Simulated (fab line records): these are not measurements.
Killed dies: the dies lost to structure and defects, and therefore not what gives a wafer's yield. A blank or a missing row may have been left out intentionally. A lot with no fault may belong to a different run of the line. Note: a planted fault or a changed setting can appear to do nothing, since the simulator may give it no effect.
A struck lot beside a sound one || flow rit cmos || 15 out of 202 route steps
Sound: wafers L857.1, L857.4, L857.5. Struck: wafers L868.4, L868.5, L868.6. The cause comes at the end.
Each step with rows lists, per side, the tool, then ch with its chambers, then its first start. Under that, the readings that differ: sound wafers || struck wafers || difference of the means || sigmas: that difference in standard deviations of wafers without a fault.
alike: readings whose means differ by less than 2 such deviations, and words and numbers that are the same on both sides. not compared: withheld readings, readings that some wafer has no value for, bounds like >300 that may hide the same value, and numbers for which the record gives no deviation and whose values overlap.
A row with sigmas, a row that says differs or no value, or rows on one side alone: a step with any of these is where the two part. When numbers do not overlap yet have no deviation, they are printed without sigmas and do not part them. A reading that every wafer of one side lacks parts them only if that side has two wafers or more.

first, 3 steps without rows for these wafers: RIT_REOX_CLEAN_01 (cleans in dHF, time 30 s); RIT_REOX_CLEAN_02 (cleans in SC2, time 600 s); RIT_REOX_OXIDATION_03 (target thk 25.2 nm, ox time 5580 s).
RIT_REOX_THK_MEAS_04:
  sound on film metro-04 at day 3 08:40; struck on film metro-04 at day 5 12:59
  alike: REOX_OXIDE_THK
then, 6 steps without rows for these wafers: RIT_NLDD_HMDS_00 (prime time 60 s); RIT_NLDD_COAT_01 (resist thk 1000 nm); RIT_NLDD_SOFTBAKE_02 (time 60 s); RIT_NLDD_EXPOSE_03 (exposes mask M7, target cd 40700 nm); RIT_NLDD_PEB_04; RIT_NLDD_DEVELOP_05 (develop time 50 s).
RIT_NLDD_OVL_MEAS_06:
  sound on overlay-02 at day 3 09:35; struck on overlay-02 at day 5 14:14
  alike: NLDD_OVL
then, 1 step without rows for these wafers: RIT_NLDD_HARDBAKE_07 (time 60 s).
RIT_NLDD_IMPLANT_08:
  sound on implanter-02 ch 0, day 3 09:46; struck on implanter-03 ch 0, day 5 14:28
{"reading": "beam energy keV", "sound": "20.000 19.991 19.992", "struck": "20.192 20.197 20.195", "difference": "+0.200", "sigmas": "+32"}
{"reading": "model.implant.drp nm (nm)", "sound": "12.97 12.97 12.97", "struck": "13.04 13.04 13.04", "difference": "+0.07", "sigmas": ""}
  alike: tilt deg
RIT_NLDD_STRIP_09: strips in O2, time 180 s.
  sound on plasma asher-01 ch 0, day 3 09:55; struck on plasma asher-01 ch 0,1, day 5 14:37
  alike: drypump motor current A
  not compared: rf hours counter h
RIT_M1_PROBE_99:
  sound on prober-02 at day 4 01:00; struck on prober-01 at day 6 06:58
  alike: killed at front end, killed dies, killed open, killed short

== WHERE THEY PART ==
Only at RIT_NLDD_IMPLANT_08, within this record. Later steps at which nothing parts them and some readings are alike: RIT_NLDD_STRIP_09, RIT_M1_PROBE_99.

WHY: what the simulator had put in
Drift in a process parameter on implanter-03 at RIT_NLDD_IMPLANT_08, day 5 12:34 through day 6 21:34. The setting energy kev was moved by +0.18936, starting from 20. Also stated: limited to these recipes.
